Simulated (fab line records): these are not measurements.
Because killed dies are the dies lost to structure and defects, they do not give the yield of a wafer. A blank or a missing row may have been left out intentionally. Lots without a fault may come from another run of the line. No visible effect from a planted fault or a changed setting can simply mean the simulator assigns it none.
Split-lot experiment ; flow berkeleyCmos170 ; 5 lots, 23 wafers read, on a route of 331 steps

## SPLIT DETAILS
At UCB170_ZERO_COAT_01 (resist thk 900 nm), the setting resistThkNm was moved away from the recipe's 900 nm on 6 of the 23 wafers read, by +3.7% to +5.1%. For the rest of the wafers, this setting stayed at what the recipe calls for.

Reading taken at the split's own step.

## THE READING
KrF_of_ZERO_COAT_01.thkNm (the simulator's own value, which no gauge read), in nm, at UCB170_ZERO_COAT_01 (resist thk 900 nm). No usual value for it is given in the file. The 17 wafers here that ran the recipe average 898.3 nm, standard deviation 1.5 nm.

wafer;tool, chamber at the split;resistThkNm as run, nm;against the recipe;KrF_of_ZERO_COAT_01.thkNm, nm;against lot-mates on the recipe
L074.2;lithoTrack-01, 0;900;recipe;897.4;-
L074.3;lithoTrack-01, 0;932.9;+3.7%;928.6;+30.5
L074.4;lithoTrack-01, 0;932.9;+3.7%;930.8;+32.7
L074.5;lithoTrack-01, 0;900;recipe;897.8;-
L074.6;lithoTrack-01, 0;900;recipe;899;-
L077.1;lithoTrack-01, 0;900;recipe;897.5;-
L077.3;lithoTrack-01, 0;900;recipe;896.8;-
L077.6;lithoTrack-01, 0;900;recipe;895.9;-
L082.1;lithoTrack-04, 0;945.8;+5.1%;944.6;+45.0
L082.2;lithoTrack-04, 0;945.8;+5.1%;946.3;+46.7
L082.3;lithoTrack-04, 0;900;recipe;897.6;-
L082.5;lithoTrack-04, 0;900;recipe;900.8;-
L082.6;lithoTrack-04, 0;900;recipe;900.3;-
L084.1;lithoTrack-04, 0;900;recipe;898.9;-
L084.3;lithoTrack-04, 0;900;recipe;899.2;-
L084.4;lithoTrack-04, 0;900;recipe;901.1;-
L084.5;lithoTrack-04, 0;900;recipe;896.4;-
L084.6;lithoTrack-04, 0;900;recipe;899.4;-
L085.1;lithoTrack-04, 0;900;recipe;897.5;-
L085.2;lithoTrack-04, 0;900;recipe;897.6;-
L085.3;lithoTrack-04, 0;900;recipe;898.5;-
L085.5;lithoTrack-04, 0;933.4;+3.7%;932;+34.1
L085.6;lithoTrack-04, 0;933.4;+3.7%;930.9;+33.0

FIT RESULTS
A straight line over all 23 wafers: KrF_of_ZERO_COAT_01.thkNm changes by +9.01 nm for each +1% of resistThkNm; r = +1.00; the points scatter about the line by 1.5 nm.
The same after taking each lot's own level away (the mean of its wafers on the recipe; 23 wafers): +8.94 nm for each +1%; r = +1.00; scatter 1.2 nm.
On that fit, the largest move of resistThkNm shifts the reading by 45 nm.
Across the lots, their own levels run from 896.73 to 899.57 nm, a range of 1.9 times the standard deviation given above.
Consequently the slope shifts little with the lot-to-lot level, the two slopes agreeing.
Check: +45.6 nm against its lot-mates is what the line predicts for one of the wafers moved furthest among these (+5.1%) when that wafer is left out of the fit. Against them it came out at +45 nm.

## THE WHOLE CHAIN: every reading that the file lists as answering this split, in the file's order
step;what it does;reading;change (the file's fit);r (the file's)
UCB170_ZERO_COAT_01;resist thk 900 nm;KrF_of_ZERO_COAT_01.thkNm (the simulator's own value, which no gauge read);+8.94 nm for each +1% of the setting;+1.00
UCB170_ZERO_STRIP_07;strips in O2;stripTimeToEndpointS;withheld for each +1% of the setting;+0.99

## THE FILE'S OWN FIT
KrF_of_ZERO_COAT_01.thkNm changes by +8.94 nm for each +1% of resistThkNm, r = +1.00.
